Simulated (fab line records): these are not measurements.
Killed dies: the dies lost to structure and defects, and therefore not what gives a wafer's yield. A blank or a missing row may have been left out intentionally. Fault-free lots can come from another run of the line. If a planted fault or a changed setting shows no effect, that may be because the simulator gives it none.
A lot that was struck, set against a sound lot	flow rit_cmos	17 out of 202 route steps
Sound: wafers L610.1, L610.3, L610.5. The struck wafers were L616.1, L616.3, L616.5. Last of all comes the cause.
Order at every step that has rows: each side's tool, ch and its chambers, its first start. Under that, the readings that differ: sound wafers	struck wafers	difference of the means	sigmas: that difference in standard deviations of wafers without a fault.
alike: words and numbers the same on both sides, and readings whose means are apart by under 2 such deviations; not compared: readings that were withheld, readings missing a value for some wafer, numbers with overlapping values and no deviation given by the record, and bounds like >300 which may hide the same value.
A row with sigmas, a row that says differs or no value, or rows on one side alone: a step with any of these is where the two part. Numbers that have no deviation but don't overlap get no sigmas and don't part them. Lack of a reading on every wafer of one side parts them only where that side has two or more wafers.

first, 2 steps without rows for these wafers: RIT_NRETRO_HARDBAKE_07 (time 120 s); RIT_NRETRO_IMPLANT_08.
RIT_NRETRO_STRIP_09: strips in O2, time 180 s.
  sound on plasma_asher-01 ch 0, day 4 13:19; struck on plasma_asher-01 ch 0,1, day 5 21:02
  alike: drypump_motor_current_A
  not compared: rf_hours_counter_h
RIT_NRETRO_TW_MEAS_10:
  sound on film_metro-04 at day 4 13:29; struck on film_metro-03 at day 5 21:13
  alike: NRETRO_TW
then, 6 steps without rows for these wafers: RIT_PRETRO_HMDS_00 (prime time 60 s); RIT_PRETRO_COAT_01 (resist thk 1300 nm); RIT_PRETRO_SOFTBAKE_02 (time 60 s); RIT_PRETRO_EXPOSE_03 (exposes mask M5, target cd 43700 nm); RIT_PRETRO_PEB_04; RIT_PRETRO_DEVELOP_05 (develop time 68 s).
RIT_PRETRO_OVL_MEAS_06:
  sound on overlay-02 at day 4 14:25; struck on overlay-02 at day 5 22:17
reading	sound	struck	difference	sigmas
PRETRO_OVL (nm)	1.0 -0.2 2.6	-2.5 -2.0 -3.3	-3.7	-2
then, 1 step without rows for these wafers: RIT_PRETRO_HARDBAKE_07 (time 120 s).
RIT_PRETRO_IMPLANT_08:
  sound on implanter-03 ch 0, day 4 14:43; struck on implanter-03 ch 0, day 5 22:34
reading	sound	struck	difference	sigmas
beam_energy_keV	44.977 45.016 45.006	34.201 34.189 34.218	-10.797	-99 or more
model.implant.rp_nm (nm)	146.8 146.8 146.8	113.9 113.9 113.9	-32.9	
model.implant.drp_nm (nm)	55.07 55.07 55.07	46.87 46.87 46.87	-8.20	
RIT_PRETRO_STRIP_09: strips in O2, time 180 s.
  sound on plasma_asher-04 ch 0, day 4 14:52; struck on plasma_asher-03 ch 1, day 5 22:43
  alike: drypump_motor_current_A
  not compared: rf_hours_counter_h
RIT_PRETRO_TW_MEAS_10:
  sound on film_metro-02 at day 4 15:02; struck on film_metro-04 at day 5 22:53
reading	sound	struck	difference	sigmas
PRETRO_TW	477.9 478.0 477.9	462.0 461.1 459.2	-17.2	-8
then, 1 step without rows for these wafers: RIT_GATE_WET_ETCH_00 (etches SiO2 in BOE, target depth 56 nm, time 60 s).
RIT_M1_PROBE_99:
  sound on prober-02 at day 5 22:26; struck on prober-01 at day 7 04:38
reading	sound	struck	difference	sigmas
model.etest.nmos_0p3.r_on_ohm_um	2136 2094 2054	2327 2323 2356	+241	
model.etest.nmos_0p15.r_on_ohm_um	1128 1069 1074	1189 1189 1210	+106	
model.etest.nmos_turned.drive_ua_um	329.8 334.2 334.8	282.9 288.9 285.6	-47.1	
model.etest.nmos_0p15.drive_ua_um	488.4 486.4 496.3	413.1 422.9 417.1	-72.7	
model.etest.nmos_narrow.drive_ua_um	236.7 232.7 241.1	190.1 194.1 191.8	-44.8	
model.etest.nmos_0p3.drive_ua_um	235.8 232 239.1	193.5 196.6 192	-41.6	
model.etest.nmos_0p15.swing_mv_dec	85.5 85.97 84.79	86.98 86.77 87.4	+1.63	
model.etest.nmos_0p15.off_log10_a_um	-9.963 -9.699 -9.894	-11.4 -11.09 -11.11	-1.3	
  alike: killed_at_contacts, killed_at_front_end, killed_dies, killed_on_rim, killed_open, killed_short

WHERE THEY PART
At RIT_PRETRO_OVL_MEAS_06 first; at RIT_PRETRO_TW_MEAS_10 last (within this record only). Later steps at which nothing parts them and some readings are alike: RIT_M1_PROBE_99.

WHY: the cause the simulator had injected
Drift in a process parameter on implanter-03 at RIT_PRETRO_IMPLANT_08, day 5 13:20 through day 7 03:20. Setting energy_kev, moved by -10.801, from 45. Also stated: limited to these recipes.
